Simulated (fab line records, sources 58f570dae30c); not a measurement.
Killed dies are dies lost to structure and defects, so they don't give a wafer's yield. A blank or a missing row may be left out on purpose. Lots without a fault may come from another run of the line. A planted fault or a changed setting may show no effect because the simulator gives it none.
One fault seen from 2 desks | flow berkeley_cmos170 | each desk has only its own numbers; what lay behind them comes last

THE METROLOGY DESK
What the gauges read, lot by lot, whatever tool the lot ran on: means of the sampled wafers that have a number. A lot is out of limits, marked OUT, if its mean lies more than 4 standard deviations from the usual mean; the brackets give that distance.
Columns: A = NSD_TW at UCB170_NSD_TW_MEAS_10, usual 4217; B = NSD_RS at UCB170_SDANNEAL_RS_MEAS_03, usual 37.31 ohm/sq
lot  | first seen here | A              | B
L899 | day 6 09:05     | 4197           | 37.29
L898 | day 6 13:13     | 4166           | 37.18
L902 | day 7 19:58     | 4238           | 37.20
L901 | day 7 20:07     | 4166           | 37.26
L904 | day 7 20:10     | 4214           | 37.40
L906 | day 8 05:59     | 4222           | 37.45
L910 | day 8 06:15     | 4227           | 37.22
L908 | day 8 06:31     | 4184           | 37.44
L905 | day 8 06:42     | 4243           | 37.39
L911 | day 9 01:35     | 3706 (-15) OUT | 68.78 (+99 or more) OUT
L909 | day 9 01:51     | 3671 (-16) OUT | 68.75 (+99 or more) OUT
L914 | day 9 22:54     | 4235           | 37.30
L913 | day 9 23:10     | 4242           | 37.17
L921 | day 10 22:43    | 4194           | 37.14
This desk's finding: out of limits on L909, L911; first on L911, day 9 01:35 (NSD_TW at UCB170_NSD_TW_MEAS_10). In limits: L899, L898, L902, L901, L904, L906, L910, L908, L905, L914, L913, L921.

THE TOOL OWNER'S DESK: implanter-02
The tool's own readings at UCB170_NSD_IMPLANT_08: means of the sampled wafers that have a number, for each lot that ran on this tool. A lot is out of limits, marked OUT, if its mean lies more than 4 standard deviations from the usual mean; the brackets give that distance.
Columns: A = dose_ions_cm2 at UCB170_NSD_IMPLANT_08, usual 3e+15; B = end_station_pressure_torr at UCB170_NSD_IMPLANT_08, usual 1.25e-05 Torr; C = faraday_current_uA at UCB170_NSD_IMPLANT_08, usual 9263
lot  | first seen here | A                       | B                   | C
L902 | day 7 19:43     | 3e+15                   | 1.27e-05            | 9046
L904 | day 7 19:55     | 3e+15                   | 1.30e-05            | 9228
L910 | day 8 06:01     | 3e+15                   | 1.24e-05            | 9295
L905 | day 8 06:27     | 3e+15                   | 1.22e-05            | 9189
L911 | day 9 01:21     | 1e+15 (-99 or more) OUT | 7.90e-06 (-7.7) OUT | 3741 (-28) OUT
L909 | day 9 01:36     | 1e+15 (-99 or more) OUT | 7.67e-06 (-8.1) OUT | 3832 (-27) OUT
This desk's finding: out of limits on L909, L911; first on L911, day 9 01:21 (dose_ions_cm2 at UCB170_NSD_IMPLANT_08). In limits: L902, L904, L910, L905.

PUT TOGETHER
The tool owner's desk could have raised an alarm at day 9 01:21, on L909, L911.
The metrology desk could have raised an alarm at day 9 01:35, on L909, L911.
Of the lots named, all ran UCB170_NSD_IMPLANT_08 on implanter-02.

WHAT THE SIMULATOR HAD PUT IN
Process parameter drift: implanter-02, from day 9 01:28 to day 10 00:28, at UCB170_NSD_IMPLANT_08. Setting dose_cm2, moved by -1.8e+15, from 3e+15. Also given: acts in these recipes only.
Lots struck among those shown: L909, L911.
